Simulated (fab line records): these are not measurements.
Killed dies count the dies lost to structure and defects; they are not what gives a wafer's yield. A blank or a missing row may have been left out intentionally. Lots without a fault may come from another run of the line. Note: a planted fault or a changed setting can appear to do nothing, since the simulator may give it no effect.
fab line records	flow rit_cmos
record: lots: 7	wafers: 21	last_day: 5
route steps=202 shown NLDD@110 PLDD@114 SPACER@125 NSD@131 PSD@142 M1@202
lots that met no fault: taken from a fault-free run of the same line
start_h: hours from the record's opening day to when the first of the lot's shown wafers began	wait_h: hours elapsed since this lot's preceding step	" repeats the value in the row above	L1.1+2: several wafers, shown together as one row	- value missing, or start not given	* or withheld: withheld	< > ~ a bound
route shown NAME@n: names a module that has steps shown in the file, with the first one's number in the route	usual: mean and standard deviation over wafers with no fault	same: alike in all rows	chamber/n: place in a boat	sites: per-site readings	_std_site: how widely they spread, as a standard deviation	_edge_site: inner sites' mean taken away from outer sites' mean	radius_mm: for every site, how far away it sits from the centre of the wafer	mask NAME#n: copy n	behind: tool/chamber where the wafer was last shaped	hold: what put the lot on hold/how long, in hours/how the hold closed	device: the transistor (n, p or np) that didn't switch	end of line: tests run on the same wafers once the route is complete	a step without rows: its recipe alone	killed: dies lost to structure and defects at the first sort, not the wafer's yield	map: a wafer's dies, x killed, . not, _ none there
set.NAME: the setting the step ran with; set.NAME@STEP: the setting that earlier step ran with	model.NAME: the simulator's own value behind a step, which no gauge read
lots at some steps of the route; a table a step, a row a wafer
services: when a tool's chamber went out of use (start_h, in hours from the record's first day, below 0 if earlier), for how many hours, and the reason
== steps ==
step: RIT_NLDD_HARDBAKE_07
recipe: resist: NOVOLAK	temp_c: 140	time_s: 60
step: RIT_NLDD_IMPLANT_08
recipe: species: P	energy_kev: 20	dose_cm2: 5e+14	tilt_deg: 7
step: RIT_NLDD_STRIP_09
recipe: chemistry: O2	time_s: 180	resist: NOVOLAK	platen_temp_c: withheld	power_w: 500	pressure_mtorr: 4000	o2_flow_sccm: 4000
usual: drypump_motor_current_A: 5.8/0.43	o2_flow_sccm: 4001/11
lot.wafer	tool	chamber	start_h	wait_h	drypump_motor_current_A	o2_flow_sccm	rf_hours_counter_h
L169.1	plasma_asher-03	0	42.75	0.1	6.3	4002	26
L169.4	"	0	"	"	6.3	4003	-
L169.5	"	1	"	"	5.5	4023	-
L171.1	plasma_asher-03	1	54.57	0.1	5.5	3999	28
L171.4	"	0	"	"	6.3	3984	-
L171.6	"	1	"	"	5.5	4011	-
L177.1	plasma_asher-03	1	82.42	0.1	5.5	4003	32
L177.3	"	1	"	"	5.5	4008	-
L177.4	"	0	"	"	6.3	3990	-
L178.3	plasma_asher-02	0	88.09	0.1	5.2	4013	-
L178.5	"	0	"	"	5.2	4005	-
L178.6	"	1	"	"	5.5	4011	-
L180.3	plasma_asher-02	1	97.77	0.1	5.4	3988	-
L180.4	"	0	"	"	5.2	4002	-
L180.5	"	0	"	"	5.2	3998	-
L181.3	plasma_asher-02	1	100.92	0.1	5.5	4013	-
L181.4	"	0	"	"	5.2	4004	-
L181.6	"	1	"	"	5.5	4012	-
L184.1	plasma_asher-04	0	116.11	0.1	6.3	3994	51
L184.4	"	0	"	"	6.3	3984	-
L184.6	"	0	"	"	6.3	4001	-
step: RIT_NLDD_TW_MEAS_10
usual: NLDD_TW: 2489/10
lot.wafer	tool	chamber	start_h	wait_h	NLDD_TW
L169.1	film_metro-02	-	42.93	0.1	2498
L169.4	"	-	"	"	2500
L169.5	"	-	"	"	2499
L171.1	film_metro-02	-	54.75	0.1	2485
L171.4	"	-	"	"	2492
L171.6	"	-	"	"	2484
L177.1	film_metro-04	-	82.59	0.1	2488
L177.3	"	-	"	"	2484
L177.4	"	-	"	"	2496
L178.3	film_metro-03	-	88.23	0.1	2488
L178.5	"	-	"	"	2496
L178.6	"	-	"	"	2507
L180.3	film_metro-02	-	97.91	0.1	2478
L180.4	"	-	"	"	2471
L180.5	"	-	"	"	2459
L181.3	film_metro-03	-	101.05	0.1	2469
L181.4	"	-	"	"	2483
L181.6	"	-	"	"	2489
L184.1	film_metro-03	-	116.29	0.1	2478
L184.4	"	-	"	"	2498
L184.6	"	-	"	"	2480
step: RIT_PLDD_HMDS_00
recipe: prime_time_s: 60	prime_temp_c: 140
step: RIT_PLDD_COAT_01
recipe: resist: NOVOLAK	spin_rpm: 3250	resist_thk_nm: 1000
step: RIT_PLDD_SOFTBAKE_02
recipe: resist: NOVOLAK	temp_c: 90	time_s: 60
step: RIT_PLDD_EXPOSE_03
recipe: mask_id: M8	na: 0.57	target_cd_nm: 40900	dose_mj: 250
step: RIT_PLDD_PEB_04
recipe: resist: NOVOLAK	temp_c: withheld	time_s: withheld
step: RIT_PLDD_DEVELOP_05
recipe: resist: NOVOLAK	develop_time_s: 50	dev_temp_c: 23
step: RIT_PLDD_OVL_MEAS_06
usual: PLDD_OVL: 0.0/1.3
lot.wafer	tool	chamber	start_h	wait_h	PLDD_OVL[nm]
L169.1	overlay-01	-	44.09	-	0.0
L169.4	"	-	"	"	-1.1
L169.5	"	-	"	"	1.2
L171.1	overlay-02	-	55.81	-	0.2
L171.4	"	-	"	"	-0.6
L171.6	"	-	"	"	-1.3
L177.1	overlay-02	-	83.67	-	1.2
L177.3	"	-	"	"	2.3
L177.4	"	-	"	"	1.6
L178.3	overlay-02	-	89.13	-	-1.4
L178.5	"	-	"	"	-0.7
L178.6	"	-	"	"	-1.2
L180.3	overlay-02	-	98.93	-	-0.7
L180.4	"	-	"	"	-0.7
L180.5	"	-	"	"	-1.5
L181.3	overlay-02	-	102.15	-	-1.1
L181.4	"	-	"	"	-1.0
L181.6	"	-	"	"	-0.8
L184.1	overlay-01	-	117.20	-	1.2
L184.4	"	-	"	"	0.7
L184.6	"	-	"	"	1.3
step: RIT_PLDD_HARDBAKE_07
recipe: resist: NOVOLAK	temp_c: 140	time_s: 60
step: RIT_PLDD_IMPLANT_08
recipe: species: BF2	energy_kev: 20	dose_cm2: 9e+14	tilt_deg: 7
usual: beam_energy_keV: 19.999/0.0063	tilt_deg: 6.998/0.018
same: implant_ion_amu: 49
lot.wafer	tool	chamber	start_h	wait_h	beam_energy_keV	tilt_deg
L169.1	implanter-04	0	44.27	0.1	19.990	6.990
L169.4	"	0	"	"	19.992	6.996
L169.5	"	0	"	"	19.989	6.989
L171.1	implanter-03	0	56.00	0.1	19.996	7.044
L171.4	"	0	"	"	20.007	7.006
L171.6	"	0	"	"	20.010	7.013
L177.1	implanter-04	0	83.85	0.1	19.999	7.746
L177.3	"	0	"	"	19.997	7.752
L177.4	"	0	"	"	19.992	7.767
L178.3	implanter-03	0	89.36	0.1	19.996	6.996
L178.5	"	0	"	"	19.989	7.018
L178.6	"	0	"	"	19.999	6.976
L180.3	implanter-04	0	99.16	0.1	19.999	7.791
L180.4	"	0	"	"	20.007	7.801
L180.5	"	0	"	"	19.994	7.815
L181.3	implanter-04	0	102.38	0.1	20.004	7.775
L181.4	"	0	"	"	19.998	7.789
L181.6	"	0	"	"	20.008	7.787
L184.1	implanter-03	0	117.38	0.1	20.002	7.030
L184.4	"	0	"	"	19.997	7.043
L184.6	"	0	"	"	19.994	7.037
step: RIT_PLDD_STRIP_09
recipe: chemistry: O2	time_s: 180	resist: NOVOLAK	platen_temp_c: withheld	power_w: 500	pressure_mtorr: 4000	o2_flow_sccm: 4000
usual: drypump_motor_current_A: 6.0/0.35	o2_flow_sccm: 3999/13
lot.wafer	tool	chamber	start_h	wait_h	drypump_motor_current_A	o2_flow_sccm	rf_hours_counter_h
L169.1	plasma_asher-03	0	44.42	0.1	6.3	3967	27
L169.4	"	1	"	"	5.6	3982	-
L169.5	"	1	"	"	5.5	4001	-
L171.1	plasma_asher-04	0	56.15	0.1	6.2	3997	43
L171.4	"	1	"	"	6.1	4006	-
L171.6	"	0	"	"	6.3	3994	-
L177.1	plasma_asher-04	1	84.00	0.1	6.1	4010	47
L177.3	"	1	"	"	6.1	3988	-
L177.4	"	0	"	"	6.3	4000	-
L178.3	plasma_asher-01	0	89.52	0.1	6.1	3989	-
L178.5	"	1	"	"	5.4	3987	-
L178.6	"	0	"	"	6.1	4014	-
L180.3	plasma_asher-01	0	99.32	0.1	6.1	4001	-
L180.4	"	1	"	"	5.4	4013	-
L180.5	"	0	"	"	6.1	4009	-
L181.3	plasma_asher-01	0	102.54	0.1	6.1	3998	-
L181.4	"	1	"	"	5.4	4014	-
L181.6	"	1	"	"	5.4	4018	-
L184.1	plasma_asher-03	1	117.53	0.1	5.5	3999	35
L184.4	"	1	"	"	5.5	4004	-
L184.6	"	0	"	"	6.3	4028	-
step: RIT_PLDD_TW_MEAS_10
usual: PLDD_TW: 2349/9.6
lot.wafer	tool	chamber	start_h	wait_h	PLDD_TW
L169.1	film_metro-02	-	44.60	0.1	2356
L169.4	"	-	"	"	2357
L169.5	"	-	"	"	2362
L171.1	film_metro-04	-	56.32	0.1	2350
L171.4	"	-	"	"	2361
L171.6	"	-	"	"	2340
L177.1	film_metro-03	-	84.18	0.1	2342
L177.3	"	-	"	"	2369
L177.4	"	-	"	"	2340
L178.3	film_metro-04	-	89.65	0.1	2344
L178.5	"	-	"	"	2344
L178.6	"	-	"	"	2345
L180.3	film_metro-02	-	99.45	0.1	2339
L180.4	"	-	"	"	2342
L180.5	"	-	"	"	2336
L181.3	film_metro-04	-	102.67	0.1	2351
L181.4	"	-	"	"	2365
L181.6	"	-	"	"	2372
L184.1	film_metro-03	-	117.71	0.1	2352
L184.4	"	-	"	"	2339
L184.6	"	-	"	"	2347
step: RIT_SPACER_CLEAN_00
recipe: chemistry: SC1	mix: 3:3:50	time_s: 600	temp_c: 75
step: RIT_SPACER_CLEAN_01
recipe: chemistry: dHF	dilution: 50:1	time_s: 30
step: RIT_SPACER_CLEAN_02
recipe: chemistry: SC2	mix: 3:3:50	time_s: 600	temp_c: 75	dry: n2_spin
step: RIT_SPACER_CVD_03
recipe: material: Si3N4	target_thk_nm: 250	temp_c: 810	precursor: SiH2Cl2/NH3	time_s: 3300	pressure_mtorr: 300	sih2cl2_flow_sccm: 60	nh3_flow_sccm: 150
step: RIT_SPACER_THK_MEAS_04
recipe: reads: Si3N4_of_SPACER_CVD_03
usual: SPACER_NITRIDE_THK: 249.1/2.9
lot.wafer	tool	chamber	start_h	wait_h	SPACER_NITRIDE_THK[nm]
L169.1	film_metro-02	-	46.94	0.0	248.9
L169.4	"	-	"	"	248.5
L169.5	"	-	"	"	247.8
L171.1	film_metro-04	-	58.70	0.0	246.3
L171.4	"	-	"	"	243.7
L171.6	"	-	"	"	245.9
L177.1	film_metro-04	-	86.52	0.0	249.2
L177.3	"	-	"	"	250.6
L177.4	"	-	"	"	251.1
L178.3	film_metro-04	-	92.03	0.0	249.1
L178.5	"	-	"	"	248.1
L178.6	"	-	"	"	248.2
L180.3	film_metro-04	-	101.80	0.0	248.6
L180.4	"	-	"	"	247.8
L180.5	"	-	"	"	247.8
L181.3	film_metro-01	-	105.05	0.0	248.4
L181.4	"	-	"	"	249.7
L181.6	"	-	"	"	248.2
L184.1	film_metro-01	-	120.07	0.0	255.7
L184.4	"	-	"	"	254.5
L184.6	"	-	"	"	253.5
step: RIT_SPACER_ETCHBACK_05
recipe: target_depth_a: 2500	SF6_flow_sccm: 30	CHF3_flow_sccm: 30	target: Si3N4	chemistry: SF6/CHF3	pressure_mtorr: 40	rf_w: 250	time_s: 240	stop_on: SiO2
usual: drypump_motor_current_A: 5.82/0.29	oes_product_au: 0.846/0.017	throttle_valve_pct: 10.18/0.12
lot.wafer	tool	chamber	start_h	wait_h	drypump_motor_current_A	oes_product_au	rf_hours_counter_h	throttle_valve_pct
L169.1	rie_diel-04	0	47.00	0.1	5.88	0.845	121	10.29
L169.4	"	1	"	"	6.13	0.836	115	10.32
L169.5	"	3	"	"	5.79	0.867	-	10.19
L171.1	rie_diel-02	1	58.76	0.1	5.84	0.842	53	9.98
L171.4	"	0	"	"	6.40	0.824	138	10.18
L171.6	"	2	"	"	5.47	0.809	-	10.16
L177.1	rie_diel-01	1	86.58	0.1	5.67	0.831	144	10.17
L177.3	"	0	"	"	5.72	0.850	114	9.97
L177.4	"	2	"	"	5.41	0.856	5	10.11
L178.3	rie_diel-02	2	92.07	0.0	5.43	0.812	148	10.17
L178.5	"	0	"	"	6.40	0.834	-	10.20
L178.6	"	1	"	"	5.79	0.838	-	9.99
L180.3	rie_diel-01	0	101.84	0.0	5.73	0.850	114	9.95
L180.4	"	3	"	"	6.37	0.822	66	10.10
L180.5	"	2	"	"	5.40	0.839	-	10.14
L181.3	rie_diel-04	0	105.09	0.0	5.86	0.840	122	10.29
L181.4	"	3	"	"	5.77	0.871	60	10.20
L181.6	"	3	"	"	5.80	0.861	-	10.20
L184.1	rie_diel-02	3	120.13	0.1	5.46	0.861	98	10.42
L184.4	"	2	"	"	5.43	0.828	148	10.18
L184.6	"	2	"	"	5.42	0.831	-	10.18
step: RIT_NSD_HMDS_00
recipe: prime_time_s: 60	prime_temp_c: 140
step: RIT_NSD_COAT_01
recipe: resist: NOVOLAK	spin_rpm: 3250	resist_thk_nm: 1000
step: RIT_NSD_SOFTBAKE_02
recipe: resist: NOVOLAK	temp_c: 90	time_s: 60
step: RIT_NSD_EXPOSE_03
recipe: mask_id: M9	na: 0.57	target_cd_nm: 40700	dose_mj: 250
step: RIT_NSD_PEB_04
recipe: resist: NOVOLAK	temp_c: withheld	time_s: withheld
step: RIT_NSD_DEVELOP_05
recipe: resist: NOVOLAK	develop_time_s: 50	dev_temp_c: 23
step: RIT_NSD_OVL_MEAS_06
usual: NSD_OVL: 0.8/1.4
lot.wafer	tool	chamber	start_h	wait_h	NSD_OVL[nm]
L169.1	overlay-01	-	48.24	-	1.5
L169.4	"	-	"	"	1.2
L169.5	"	-	"	"	1.4
L171.1	overlay-02	-	59.89	-	-0.4
L171.4	"	-	"	"	-1.2
L171.6	"	-	"	"	-2.7
L177.1	overlay-02	-	87.58	-	-0.2
L177.3	"	-	"	"	0.5
L177.4	"	-	"	"	0.1
L178.3	overlay-01	-	93.20	-	2.3
L178.5	"	-	"	"	1.6
L178.6	"	-	"	"	2.0
L180.3	overlay-02	-	102.98	-	2.2
L180.4	"	-	"	"	2.1
L180.5	"	-	"	"	1.8
L181.3	overlay-02	-	106.23	-	0.0
L181.4	"	-	"	"	1.4
L181.6	"	-	"	"	0.3
L184.1	overlay-02	-	121.46	-	-1.2
L184.4	"	-	"	"	-0.2
L184.6	"	-	"	"	0.2
step: RIT_NSD_HARDBAKE_07
recipe: resist: NOVOLAK	temp_c: 140	time_s: 60
step: RIT_NSD_IMPLANT_08
recipe: species: P	energy_kev: 25	dose_cm2: 1e+15	tilt_deg: 7
step: RIT_NSD_STRIP_09
recipe: chemistry: O2	time_s: 180	resist: NOVOLAK	platen_temp_c: withheld	power_w: 500	pressure_mtorr: 4000	o2_flow_sccm: 4000
usual: drypump_motor_current_A: 5.7/0.39	o2_flow_sccm: 4000/13
lot.wafer	tool	chamber	start_h	wait_h	drypump_motor_current_A	o2_flow_sccm	rf_hours_counter_h
L169.1	plasma_asher-02	1	48.58	0.1	5.5	4025	41
L169.4	"	0	"	"	5.2	3984	-
L169.5	"	0	"	"	5.2	4003	-
L171.1	plasma_asher-02	0	60.22	0.1	5.2	4016	43
L171.4	"	0	"	"	5.2	4008	-
L171.6	"	1	"	"	5.5	3971	-
L177.1	plasma_asher-01	0	87.92	0.1	6.1	3988	39
L177.3	"	1	"	"	5.4	4011	-
L177.4	"	0	"	"	6.1	3992	-
L178.3	plasma_asher-02	0	93.59	0.1	5.2	4001	-
L178.5	"	1	"	"	5.5	3985	-
L178.6	"	0	"	"	5.2	3987	-
L180.3	plasma_asher-03	0	103.36	0.1	6.2	3999	-
L180.4	"	1	"	"	5.5	3982	-
L180.5	"	0	"	"	6.3	4006	-
L181.3	plasma_asher-03	0	106.61	0.1	6.3	4008	-
L181.4	"	1	"	"	5.5	3998	-
L181.6	"	0	"	"	6.3	4007	-
L184.1	plasma_asher-02	0	121.85	0.1	5.2	3968	0
L184.4	"	0	"	"	5.2	3982	-
L184.6	"	0	"	"	5.2	3977	-
step: RIT_NSD_TW_MEAS_10
usual: NSD_TW: 3123/13
lot.wafer	tool	chamber	start_h	wait_h	NSD_TW
L169.1	film_metro-02	-	48.75	0.1	3121
L169.4	"	-	"	"	3096
L169.5	"	-	"	"	3100
L171.1	film_metro-04	-	60.40	0.1	3138
L171.4	"	-	"	"	3119
L171.6	"	-	"	"	3133
L177.1	film_metro-04	-	88.09	0.1	3119
L177.3	"	-	"	"	3112
L177.4	"	-	"	"	3111
L178.3	film_metro-02	-	93.72	0.1	3124
L178.5	"	-	"	"	3105
L178.6	"	-	"	"	3114
L180.3	film_metro-04	-	103.49	0.1	3145
L180.4	"	-	"	"	3140
L180.5	"	-	"	"	3128
L181.3	film_metro-04	-	106.74	0.1	3118
L181.4	"	-	"	"	3140
L181.6	"	-	"	"	3132
L184.1	film_metro-03	-	122.02	0.1	3128
L184.4	"	-	"	"	3151
L184.6	"	-	"	"	3149
step: RIT_PSD_HMDS_00
recipe: prime_time_s: 60	prime_temp_c: 140
step: RIT_PSD_COAT_01
recipe: resist: NOVOLAK	spin_rpm: 3250	resist_thk_nm: 1000
step: RIT_PSD_SOFTBAKE_02
recipe: resist: NOVOLAK	temp_c: 90	time_s: 60
step: RIT_PSD_EXPOSE_03
recipe: mask_id: M10	na: 0.57	target_cd_nm: 40900	dose_mj: 250
step: RIT_PSD_PEB_04
recipe: resist: NOVOLAK	temp_c: withheld	time_s: withheld
step: RIT_PSD_DEVELOP_05
recipe: resist: NOVOLAK	develop_time_s: 50	dev_temp_c: 23
step: RIT_PSD_OVL_MEAS_06
usual: PSD_OVL: 0.6/1.3
lot.wafer	tool	chamber	start_h	wait_h	PSD_OVL[nm]
L169.1	overlay-01	-	49.83	-	0.7
L169.4	"	-	"	"	1.3
L169.5	"	-	"	"	0.7
L171.1	overlay-02	-	61.43	-	2.2
L171.4	"	-	"	"	0.4
L171.6	"	-	"	"	-0.1
L177.1	overlay-01	-	89.28	-	-0.4
L177.3	"	-	"	"	-1.4
L177.4	"	-	"	"	0.6
L178.3	overlay-02	-	94.75	-	-0.3
L178.5	"	-	"	"	-0.6
L178.6	"	-	"	"	-1.5
L180.3	overlay-02	-	104.52	-	-0.6
L180.4	"	-	"	"	1.3
L180.5	"	-	"	"	2.3
L181.3	overlay-02	-	107.77	-	1.6
L181.4	"	-	"	"	2.1
L181.6	"	-	"	"	1.1
L184.1	overlay-01	-	122.93	-	-0.7
L184.4	"	-	"	"	0.6
L184.6	"	-	"	"	-0.5
step: RIT_PSD_HARDBAKE_07
recipe: resist: NOVOLAK	temp_c: 140	time_s: 60
step: RIT_PSD_IMPLANT_08
recipe: species: BF2	energy_kev: 27	dose_cm2: 5e+15	tilt_deg: 7
step: RIT_PSD_STRIP_09
recipe: chemistry: O2	time_s: 180	resist: NOVOLAK	platen_temp_c: withheld	power_w: 500	pressure_mtorr: 4000	o2_flow_sccm: 4000
usual: drypump_motor_current_A: 5.8/0.41	o2_flow_sccm: 4000/12
lot.wafer	tool	chamber	start_h	wait_h	drypump_motor_current_A	o2_flow_sccm	rf_hours_counter_h
L169.1	plasma_asher-04	1	50.16	0.1	6.1	4003	43
L169.4	"	1	"	"	6.1	4003	-
L169.5	"	1	"	"	6.1	3964	-
L171.1	plasma_asher-02	0	61.77	0.1	5.2	4020	43
L171.4	"	1	"	"	5.5	3996	-
L171.6	"	0	"	"	5.2	3998	-
L177.1	plasma_asher-02	0	89.61	0.1	5.2	3995	45
L177.3	"	1	"	"	5.5	4004	-
L177.4	"	0	"	"	5.2	3997	-
L178.3	plasma_asher-02	0	95.13	0.1	5.2	4007	-
L178.5	"	1	"	"	5.5	3994	-
L178.6	"	0	"	"	5.2	4009	-
L180.3	plasma_asher-02	0	104.90	0.1	5.2	3988	-
L180.4	"	1	"	"	5.5	3995	-
L180.5	"	0	"	"	5.2	3991	-
L181.3	plasma_asher-04	0	108.15	0.1	6.3	4000	-
L181.4	"	1	"	"	6.1	4005	-
L181.6	"	0	"	"	6.3	4008	-
L184.1	plasma_asher-02	0	123.27	0.1	5.2	3992	1
L184.4	"	0	"	"	5.2	3987	-
L184.6	"	0	"	"	5.2	3998	-
step: RIT_SDANNEAL_RS_MEAS_06
recipe: thk_meas_gauge: four-point-probe
usual: PLDD_RS: 178.9/0.47
lot.wafer	tool	chamber	start_h	wait_h	PLDD_RS[ohm/sq]
L169.1	film_metro-02	-	51.09	0.1	178.9
L169.4	"	-	"	"	179.1
L169.5	"	-	"	"	178.6
L171.1	film_metro-02	-	62.72	0.1	179.3
L171.4	"	-	"	"	178.8
L171.6	"	-	"	"	179.5
L177.1	film_metro-04	-	90.51	0.1	-
L177.3	"	-	"	"	-
L177.4	"	-	"	"	-
L178.3	film_metro-04	-	96.01	0.1	180.1
L178.5	"	-	"	"	179.3
L178.6	"	-	"	"	179.7
L180.3	film_metro-04	-	105.79	0.1	-
L180.4	"	-	"	"	-
L180.5	"	-	"	"	-
L181.3	film_metro-04	-	109.04	0.1	-
L181.4	"	-	"	"	-
L181.6	"	-	"	"	-
L184.1	film_metro-02	-	124.17	0.1	178.0
L184.4	"	-	"	"	178.5
L184.6	"	-	"	"	178.7
step: RIT_M1_PROBE_99
usual: killed_at_contacts: 0.1/0.23	killed_at_front_end: 7/3.1	killed_dies: 7/3.1	killed_open: 3.4/2.1	killed_short: 3.5/2
same: gross_dies: 264	killed_at_M0_to_M3: 0	killed_at_M4_up: 0	killed_at_back_side: 0	killed_at_other: 0
lot.wafer	tool	chamber	start_h	wait_h	killed_at_contacts	killed_at_front_end	killed_dies	killed_open	killed_short	model.etest.pmos_turned.r_on_ohm_um	model.etest.pmos_turned.drive_ua_um
L169.1	prober-02	-	58.67	0.1	0	5	5	2	3	3412	190.8
L169.4	prober-02	-	58.82	0.2	0	6	6	0	6	3403	188.3
L169.5	prober-02	-	58.87	0.2	0	6	6	2	4	3454	185.2
L171.1	prober-02	-	70.05	0.1	1	4	5	2	3	3305	203.2
L171.4	prober-02	-	70.20	0.2	0	1	1	0	1	3313	203.9
L171.6	prober-02	-	70.30	0.2	0	4	4	1	3	3320	203
L177.1	prober-02	-	98.08	0.1	0	9	9	4	5	3662	166.2
L177.3	prober-02	-	98.18	0.2	0	7	7	3	4	3819	161.5
L177.4	prober-02	-	98.23	0.2	0	4	4	2	2	3767	166.3
L178.3	prober-01	-	103.34	0.2	0	5	5	2	3	3376	197
L178.5	prober-01	-	103.44	0.2	0	9	9	6	3	3404	198.3
L178.6	prober-01	-	103.49	0.2	0	6	6	4	2	3503	193.8
L180.3	prober-01	-	113.03	0.2	0	6	6	4	2	3577	177.9
L180.4	prober-01	-	113.08	0.2	0	14	14	8	6	3495	180.8
L180.5	prober-01	-	113.13	0.2	0	12	12	6	6	3585	182.6
L181.3	prober-02	-	116.36	0.2	0	7	7	1	6	3688	165.3
L181.4	prober-02	-	116.41	0.2	0	12	12	6	6	3895	155.8
L181.6	prober-02	-	116.51	0.2	0	8	8	7	1	3756	161.8
L184.1	prober-02	-	131.46	0.1	0	8	8	2	6	3342	196.1
L184.4	prober-02	-	131.61	0.2	0	3	3	2	1	3473	191.5
L184.6	prober-02	-	131.71	0.2	0	10	10	6	4	3501	187.5
killed by level:class
L169.1 GATE:geometric_particle:short=2 FOX1:geometric_particle:short=1 REOX:geometric_particle:open=1 SPACER:geometric_particle:open=1
L169.4 GATE:geometric_particle:short=4 FOX1:geometric_particle:short=1 SILICIDE:geometric_particle:short=1
L169.5 GATE:geometric_particle:short=2 SPACER:geometric_particle:open=2 ACTIVE:geometric_particle:short=1 FOX1:geometric_particle:short=1
L171.1 FOX1:geometric_particle:open=1 GATE:geometric_particle:open=1 GATE:geometric_particle:short=1 SPACER:geometric_particle:short=1 CONTACT:geometric_particle:short=1
L171.4 FOX1:geometric_particle:short=1
L171.6 GATE:geometric_particle:short=1 REOX:geometric_particle:open=1 SPACER:geometric_particle:short=1 SILICIDE:geometric_particle:short=1
L177.1 REOX:geometric_particle:short=3 SPACER:geometric_particle:open=2 GATE:geometric_particle:open=1 GATE:geometric_particle:short=1 SPACER:geometric_particle:short=1 SILICIDE:geometric_particle:open=1
L177.3 GATE:geometric_particle:short=3 FOX1:geometric_particle:open=1 REOX:geometric_particle:open=1 SPACER:geometric_particle:open=1 SILICIDE:geometric_particle:short=1
L177.4 SPACER:geometric_particle:short=2 GATE:geometric_particle:open=1 SPACER:geometric_particle:open=1
L178.3 GATE:geometric_particle:short=2 FOX1:geometric_particle:short=1 GATE:geometric_particle:open=1 SILICIDE:geometric_particle:open=1
L178.5 GATE:geometric_particle:open=3 GATE:geometric_particle:short=3 FOX1:geometric_particle:open=1 SPACER:geometric_particle:open=1 SILICIDE:geometric_particle:open=1
L178.6 GATE:geometric_particle:open=4 GATE:geometric_particle:short=2
L180.3 FOX1:geometric_particle:open=2 GATE:geometric_particle:open=2 GATE:geometric_particle:short=1 SILICIDE:geometric_particle:short=1
L180.4 SPACER:geometric_particle:open=3 FOX1:geometric_particle:short=2 GATE:geometric_particle:open=2 REOX:geometric_particle:open=2 SPACER:geometric_particle:short=2 FOX1:geometric_particle:open=1 GATE:geometric_particle:short=1 SILICIDE:geometric_particle:short=1
L180.5 GATE:geometric_particle:short=3 FOX1:geometric_particle:open=2 FOX2:geometric_particle:short=2 GATE:geometric_particle:open=2 FOX1:geometric_particle:short=1 FOX2:geometric_particle:open=1 REOX:geometric_particle:open=1
L181.3 GATE:geometric_particle:short=2 SPACER:geometric_particle:short=2 GATE:geometric_particle:open=1 REOX:geometric_particle:short=1 SILICIDE:geometric_particle:short=1
L181.4 GATE:geometric_particle:open=4 GATE:geometric_particle:short=2 FOX1:geometric_particle:short=1 FOX1:geometric_particle:open=1 FOX2:geometric_particle:open=1 FOX2:geometric_particle:short=1 REOX:geometric_particle:short=1 SPACER:geometric_particle:short=1
L181.6 GATE:geometric_particle:open=3 SPACER:geometric_particle:open=2 FOX1:geometric_particle:open=1 GATE:geometric_particle:short=1 SILICIDE:geometric_particle:open=1
L184.1 FOX1:geometric_particle:short=2 FOX2:geometric_particle:short=1 GATE:geometric_particle:open=1 GATE:geometric_particle:short=1 REOX:geometric_particle:open=1 SPACER:geometric_particle:short=1 SILICIDE:geometric_particle:short=1
L184.4 FOX2:geometric_particle:short=1 GATE:geometric_particle:open=1 REOX:geometric_particle:open=1
L184.6 GATE:geometric_particle:open=3 REOX:geometric_particle:short=2 FOX2:geometric_particle:short=1 FOX2:geometric_particle:open=1 GATE:geometric_particle:short=1 REOX:geometric_particle:open=1 SPACER:geometric_particle:open=1
== services ==
tool	chamber	start_h	hours	kind
plasma_asher-01	-	26.78	5.5	repair
rie_diel-04	-	28.55	2.8	pm
rie_diel-01	0	35.39	15.6	repair
implanter-03	-	44.16	9.5	repair
plasma_asher-01	-	46.76	12.8	repair
rie_diel-02	2	48.25	9.4	repair
rie_diel-02	-	62.39	2.6	repair
implanter-04	-	65.94	1.4	repair
plasma_asher-02	-	69.46	7.5	repair
rie_diel-01	-	73.55	2.8	pm
rie_diel-04	2	81.07	4.4	repair
implanter-04	-	86.29	2.8	repair
plasma_asher-03	-	93.85	2.8	pm
rie_diel-04	-	103.65	0.6	repair
plasma_asher-02	-	108.75	9.0	pm
plasma_asher-02	0	108.75	9.0	vent_cycle
plasma_asher-02	1	108.75	9.0	vent_cycle
plasma_asher-02	0	117.75	-	clean
plasma_asher-02	1	117.75	-	clean
plasma_asher-01	-	120.14	15.6	pm
== key ==
first_sign: step: RIT_PLDD_IMPLANT_08	reading: tilt_deg	direction: up	sigmas: 43	usual: 6.998	struck: 7.780
effect: step: RIT_SDANNEAL_RS_MEAS_06	reading: PLDD_RS	direction: missing
model_effect: step: RIT_M1_PROBE_99	value: etest.pmos_turned.r_on_ohm_um	without: 3437	struck: 3694
met_at RIT_PLDD_IMPLANT_08
struck_wafers L177.1,L177.3,L177.4,L180.3,L180.4,L180.5,L181.3,L181.4,L181.6
tester_left_out L177,L180,L181
onset_between 44.27 83.85
fault: kind: process_parameter_drift	tool: implanter-04	chamber: -	onset_h: 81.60	steps: RIT_PLDD_IMPLANT_08	channel: tilt_deg	offset: 0.77215	shape: step	end_h: 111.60	acts_in: these_recipes_only	stated: 7
tester_left_out: of these lots the tester's yield and bins aren't shown, on N5 and GAA mostly nor the transistor test; their killed dies are dies lost to structure and defects alone, not to doping, threshold or leakage, so they don't give the yield
